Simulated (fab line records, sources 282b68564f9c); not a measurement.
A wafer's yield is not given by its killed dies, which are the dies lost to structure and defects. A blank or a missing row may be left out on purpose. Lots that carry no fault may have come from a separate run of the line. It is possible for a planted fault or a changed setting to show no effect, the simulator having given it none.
Which tool is to blame?    flow rit-cmos    6 lots, 18 wafers sampled, at 3 steps of a route of 202

## WHAT THE GAUGES READ, wafer by wafer
RIT_GATE_THK_MEAS_09.
lot   measured     on             GATE_POLY_THK (nm)
L538  day 2 19:59  film-metro-02  246.8 248.3 249.8
L540  day 3 03:28  film-metro-01  250.8 251.2 251.7
L542  day 3 16:34  film-metro-01  247.7 249.7 247.2
L544  day 4 04:32  film-metro-02  251.4 253.0 251.7
L546  day 4 15:24  film-metro-01  250.0 247.9 247.2
L555  day 6 06:44  film-metro-01  274.7 274.9 277.2

## WHAT TOOL EACH LOT RAN ON (gives the tool, then ch and the chambers of the sampled wafers, and finally the start)
lot   RIT_NRETRO_STRIP_09                  RIT_GATE_CVD_08
L538  plasma-asher-01 ch 0,1, day 2 12:38  lpcvd-01 ch 1, day 2 18:22
L540  plasma-asher-04 ch 0,1, day 2 21:51  lpcvd-01 ch 1, day 3 01:51
L542  plasma-asher-04 ch 0,1, day 3 08:28  lpcvd-01 ch 0, day 3 14:56
L544  plasma-asher-03 ch 0,1, day 3 20:35  lpcvd-02 ch 1, day 4 02:55
L546  plasma-asher-03 ch 0,1, day 4 07:19  lpcvd-02 ch 1, day 4 13:47
L555  plasma-asher-03 ch 0,1, day 6 01:25  lpcvd-01 ch 0, day 6 05:07
- RIT_NRETRO_STRIP_09: strips in O2, time 180 s.
- RIT_GATE_CVD_08: deposits poly-Si from SiH4, target thk 250 nm, time 2220 s.

## THE ANSWER, worked out from the rows above alone
Rule: what is usual is taken from the lots themselves. The widest of any qualifying gaps counts: lots, ordered by their means at a reading, are off when they make up no more than a third of the lots, leave a main group of 4 or more, and stand apart from it by 3 or more times the standard deviation of that group's means. A main group whose means are all the same, to the digits that the tables above print for the reading, isn't used. A lot without any number at a reading at which 4 lots or more have one is off too. Where the step has rows for the other lots, those lots are counted as sound.
Off: L555, at RIT_GATE_THK_MEAS_09 (GATE_POLY_THK). Main group: mean 249.6 nm, sd 1.7.
If a tool, at a process step before that reading, ran all the lots that are off and no sound lot after the first of them, it fits. The gauges at RIT_GATE_THK_MEAS_09 are tried like those tools. Can't be told from this: 3 tools fit, plasma-asher-03 at RIT_NRETRO_STRIP_09, lpcvd-01 at RIT_GATE_CVD_08, film-metro-01 at RIT_GATE_THK_MEAS_09.

## WHAT WAS PUT IN BY THE SIMULATOR
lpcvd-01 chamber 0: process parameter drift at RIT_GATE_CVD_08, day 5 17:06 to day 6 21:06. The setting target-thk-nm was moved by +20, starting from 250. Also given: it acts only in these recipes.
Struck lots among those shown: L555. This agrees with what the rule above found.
